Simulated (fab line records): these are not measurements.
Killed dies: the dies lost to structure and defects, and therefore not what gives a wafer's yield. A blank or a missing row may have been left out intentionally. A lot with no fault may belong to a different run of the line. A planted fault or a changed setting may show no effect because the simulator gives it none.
Which tool was responsible? || flow rit_cmos || 14 lots with 42 wafers sampled at 2 steps, on a route of 202 steps

WHAT THE GAUGES READ, wafer by wafer
RIT_FOX1_THK_MEAS_01. Usual: FOX1_OXIDE_THK typically reads 350 nm, with standard deviation 5.1.
{"lot": "L180", "measured": "day 1 19:20", "on": "film_metro-03", "FOX1_OXIDE_THK (nm)": "352 347 346", "flag": ""}
{"lot": "L181", "measured": "day 1 23:28", "on": "film_metro-04", "FOX1_OXIDE_THK (nm)": "350 351 357", "flag": ""}
{"lot": "L184", "measured": "day 2 14:59", "on": "film_metro-03", "FOX1_OXIDE_THK (nm)": "354 350 357", "flag": ""}
{"lot": "L185", "measured": "day 2 18:40", "on": "film_metro-04", "FOX1_OXIDE_THK (nm)": "359 355 359", "flag": ""}
{"lot": "L186", "measured": "day 2 23:14", "on": "film_metro-04", "FOX1_OXIDE_THK (nm)": "341 341 339", "flag": ""}
{"lot": "L187", "measured": "day 3 04:16", "on": "film_metro-04", "FOX1_OXIDE_THK (nm)": "354 348 350", "flag": ""}
{"lot": "L188", "measured": "day 3 10:48", "on": "film_metro-03", "FOX1_OXIDE_THK (nm)": "350 345 352", "flag": ""}
{"lot": "L190", "measured": "day 3 20:58", "on": "film_metro-04", "FOX1_OXIDE_THK (nm)": "354 348 352", "flag": ""}
{"lot": "L191", "measured": "day 4 01:47", "on": "film_metro-03", "FOX1_OXIDE_THK (nm)": "345 344 347", "flag": ""}
{"lot": "L192", "measured": "day 4 07:50", "on": "film_metro-03", "FOX1_OXIDE_THK (nm)": "353 354 352", "flag": ""}
{"lot": "L196", "measured": "day 5 03:41", "on": "film_metro-03", "FOX1_OXIDE_THK (nm)": "523 520 519", "flag": "OFF"}
{"lot": "L200", "measured": "day 6 00:26", "on": "film_metro-02", "FOX1_OXIDE_THK (nm)": "544 542 531", "flag": "OFF"}
{"lot": "L201", "measured": "day 6 03:53", "on": "film_metro-04", "FOX1_OXIDE_THK (nm)": "349 349 354", "flag": ""}
{"lot": "L202", "measured": "day 6 09:51", "on": "film_metro-03", "FOX1_OXIDE_THK (nm)": "348 350 346", "flag": ""}

WHAT TOOL EACH LOT RAN ON (gives the tool, then ch and the chambers of the sampled wafers, and finally the start)
{"lot": "L180", "RIT_FOX1_OXIDATION_00": "furnace-01 ch 0, day 1 18:01"}
{"lot": "L181", "RIT_FOX1_OXIDATION_00": "furnace-03 ch 0, day 1 22:08"}
{"lot": "L184", "RIT_FOX1_OXIDATION_00": "furnace-04 ch 0, day 2 13:40"}
{"lot": "L185", "RIT_FOX1_OXIDATION_00": "furnace-01 ch 0, day 2 17:21"}
{"lot": "L186", "RIT_FOX1_OXIDATION_00": "furnace-04 ch 0, day 2 21:54"}
{"lot": "L187", "RIT_FOX1_OXIDATION_00": "furnace-04 ch 0, day 3 02:55"}
{"lot": "L188", "RIT_FOX1_OXIDATION_00": "furnace-04 ch 0, day 3 09:28"}
{"lot": "L190", "RIT_FOX1_OXIDATION_00": "furnace-03 ch 0, day 3 19:39"}
{"lot": "L191", "RIT_FOX1_OXIDATION_00": "furnace-03 ch 0, day 4 00:28"}
{"lot": "L192", "RIT_FOX1_OXIDATION_00": "furnace-04 ch 0, day 4 06:31"}
{"lot": "L196", "RIT_FOX1_OXIDATION_00": "furnace-03 ch 0, day 5 00:47"}
{"lot": "L200", "RIT_FOX1_OXIDATION_00": "furnace-04 ch 0, day 5 21:38"}
{"lot": "L201", "RIT_FOX1_OXIDATION_00": "furnace-03 ch 0, day 6 02:34"}
{"lot": "L202", "RIT_FOX1_OXIDATION_00": "furnace-04 ch 0, day 6 08:32"}
- RIT_FOX1_OXIDATION_00: target thk 350.7 nm, ox time 1130 s.

WHAT THE TOOLS THEMSELVES READ (means of the sampled wafers that have a number; where no wafer has one, the mark that the record gives instead)
RIT_FOX1_OXIDATION_00. Usual: ox_temp_c at 1099.9 C, with a standard deviation of 0.52.
{"lot": "L180", "tool": "furnace-01", "ox_temp_c (C)": 1100.0, "flag": ""}
{"lot": "L181", "tool": "furnace-03", "ox_temp_c (C)": 1099.5, "flag": ""}
{"lot": "L184", "tool": "furnace-04", "ox_temp_c (C)": 1100.1, "flag": ""}
{"lot": "L185", "tool": "furnace-01", "ox_temp_c (C)": 1100.1, "flag": ""}
{"lot": "L186", "tool": "furnace-04", "ox_temp_c (C)": 1100.2, "flag": ""}
{"lot": "L187", "tool": "furnace-04", "ox_temp_c (C)": 1099.3, "flag": ""}
{"lot": "L188", "tool": "furnace-04", "ox_temp_c (C)": 1100.1, "flag": ""}
{"lot": "L190", "tool": "furnace-03", "ox_temp_c (C)": 1099.5, "flag": ""}
{"lot": "L191", "tool": "furnace-03", "ox_temp_c (C)": 1100.2, "flag": ""}
{"lot": "L192", "tool": "furnace-04", "ox_temp_c (C)": 1099.6, "flag": ""}
{"lot": "L196", "tool": "furnace-03", "ox_temp_c (C)": 1100.4, "flag": ""}
{"lot": "L200", "tool": "furnace-04", "ox_temp_c (C)": 1100.0, "flag": ""}
{"lot": "L201", "tool": "furnace-03", "ox_temp_c (C)": 1100.2, "flag": ""}
{"lot": "L202", "tool": "furnace-04", "ox_temp_c (C)": 1100.2, "flag": ""}

THE ANSWER, worked out from the rows above alone
Rule: take the mean of a lot's wafers that have a number; if it is more than 3 standard deviations from the usual mean, the lot is off. A lot without any number at a reading at which 4 lots or more have one is off too. The other lots that the step has rows for count as sound. Order of review: gauges by route order, followed by the tools' own readings, for which a lot's mean as printed above is used. At the first step where some lot is off, the reading lying furthest off is the one used; lots without a number count as furthest.
Off: at RIT_FOX1_THK_MEAS_01 (FOX1_OXIDE_THK), L196, L200.
If a tool, at a process step before that reading, ran all the lots that are off and no sound lot after the first of them, it fits. Gauges at RIT_FOX1_THK_MEAS_01: tried the same way as those tools. Not one of the candidates tried fits.

WHAT HAD BEEN PUT IN BY THE SIMULATOR
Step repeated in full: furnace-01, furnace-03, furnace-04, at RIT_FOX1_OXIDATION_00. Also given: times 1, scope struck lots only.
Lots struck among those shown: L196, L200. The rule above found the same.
